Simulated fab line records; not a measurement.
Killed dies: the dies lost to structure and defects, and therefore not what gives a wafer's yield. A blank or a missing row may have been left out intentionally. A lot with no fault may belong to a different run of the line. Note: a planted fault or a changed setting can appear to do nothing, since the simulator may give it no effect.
Split-lot study | flow berkeley_cmos170 | on a route of 331 steps: 5 lots, 23 wafers read

THE SPLIT
At UCB170_V2_COAT_07 (resist thk 900 nm), the setting resist_thk_nm was moved away from the recipe's 900 nm on 10 of the 23 wafers read, by -5.9% to +3.5%. The other wafers ran this setting at the recipe's value.

FROM THE SPLIT TO THE READING: what the file shows between them, 2 steps
- UCB170_V2_SOFTBAKE_08: time 60 s
- UCB170_V2_EXPOSE_09: exposes mask VIA2, target cd 700 nm

THE READING
KrF_of_V2_COAT_07.thk_nm (the simulator's own value, which no gauge read), in nm, at UCB170_V2_ETCH_14 (etches SiO2 in CHF3/CF4/Ar, stops on Al, target depth 1250 nm, time 291 s). The file does not state a usual value for it. Average 613.3 nm, standard deviation 9.9 nm, over the 13 wafers here run with the recipe.

wafer  | tool, chamber at the split | resist_thk_nm as run, nm | against the recipe | KrF_of_V2_COAT_07.thk_nm, nm | against lot-mates on the recipe
L075.2 | litho_track-03, 0          | 864.4                    | -4.0%              | 561.6                        | -45.6
L075.3 | litho_track-03, 0          | 864.4                    | -4.0%              | 575                          | -32.2
L075.4 | litho_track-03, 0          | 900                      | recipe             | 596                          | -
L075.5 | litho_track-03, 0          | 864.4                    | -4.0%              | 564.5                        | -42.7
L075.6 | litho_track-03, 0          | 900                      | recipe             | 618.4                        | -
L076.1 | litho_track-02, 0          | 900                      | recipe             | 620.5                        | -
L076.2 | litho_track-02, 0          | 931.9                    | +3.5%              | 632.2                        | +17.8
L076.4 | litho_track-02, 0          | 900                      | recipe             | 602.8                        | -
L076.5 | litho_track-02, 0          | 900                      | recipe             | 620                          | -
L076.6 | litho_track-02, 0          | 931.9                    | +3.5%              | 650.1                        | +35.7
L079.1 | litho_track-03, 0          | 900                      | recipe             | 616.8                        | -
L079.4 | litho_track-03, 0          | 900                      | recipe             | 605.7                        | -
L079.6 | litho_track-03, 0          | 900                      | recipe             | 627.9                        | -
L081.1 | litho_track-03, 0          | 929.3                    | +3.3%              | 648.2                        | +34.7
L081.2 | litho_track-03, 0          | 929.3                    | +3.3%              | 648.6                        | +35.1
L081.3 | litho_track-03, 0          | 900                      | recipe             | 605.6                        | -
L081.4 | litho_track-03, 0          | 929.3                    | +3.3%              | 635                          | +21.5
L081.5 | litho_track-03, 0          | 900                      | recipe             | 621.5                        | -
L084.1 | litho_track-02, 0          | 900                      | recipe             | 597.7                        | -
L084.2 | litho_track-02, 0          | 900                      | recipe             | 621.3                        | -
L084.3 | litho_track-02, 0          | 900                      | recipe             | 618.2                        | -
L084.5 | litho_track-02, 0          | 846.6                    | -5.9%              | 562.6                        | -49.8
L084.6 | litho_track-02, 0          | 846.6                    | -5.9%              | 547.4                        | -65.0

THE FIT
A straight line over all 23 wafers: KrF_of_V2_COAT_07.thk_nm changes by +9.9 nm for each +1% of resist_thk_nm; r = +0.95; the points scatter about the line by 9.7 nm.
The same after taking each lot's own level away (the mean of its wafers on the recipe; 23 wafers): +9.39 nm for each +1%; r = +0.95; scatter 9.1 nm.
Per that fit: largest resist_thk_nm move, reading shift of 56 nm.
The lots' own levels span 607.20 to 616.80 nm, that is 1.0 times the standard deviation above.
The two slopes agree, so the slope changes little with the lot-to-lot level.
Check: -58.9 nm against its lot-mates is what the line predicts for one of the wafers moved furthest among these (-5.9%) when that wafer is left out of the fit. Against them it came out at -49.8 nm.

THE WHOLE CHAIN: every reading that the file lists as answering this split, in the file's order
step               | what it does                                                              | reading                                                                   | change (the file's fit)              | r (the file's)
UCB170_V2_COAT_07  | resist thk 900 nm                                                         | KrF_of_V2_COAT_07.thk_nm (the simulator's own value, which no gauge read) | +8.96 nm for each +1% of the setting | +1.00
UCB170_V2_ETCH_14  | etches SiO2 in CHF3/CF4/Ar, stops on Al, target depth 1250 nm, time 291 s | KrF_of_V2_COAT_07.thk_nm (the simulator's own value, which no gauge read) | +9.36 nm for each +1% of the setting | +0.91
UCB170_V2_STRIP_15 | strips in O2                                                              | strip_time_to_endpoint_s                                                  | withheld for each +1% of the setting | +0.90

FILE'S OWN FIT
KrF_of_V2_COAT_07.thk_nm changes by +9.36 nm for each +1% of resist_thk_nm, r = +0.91.
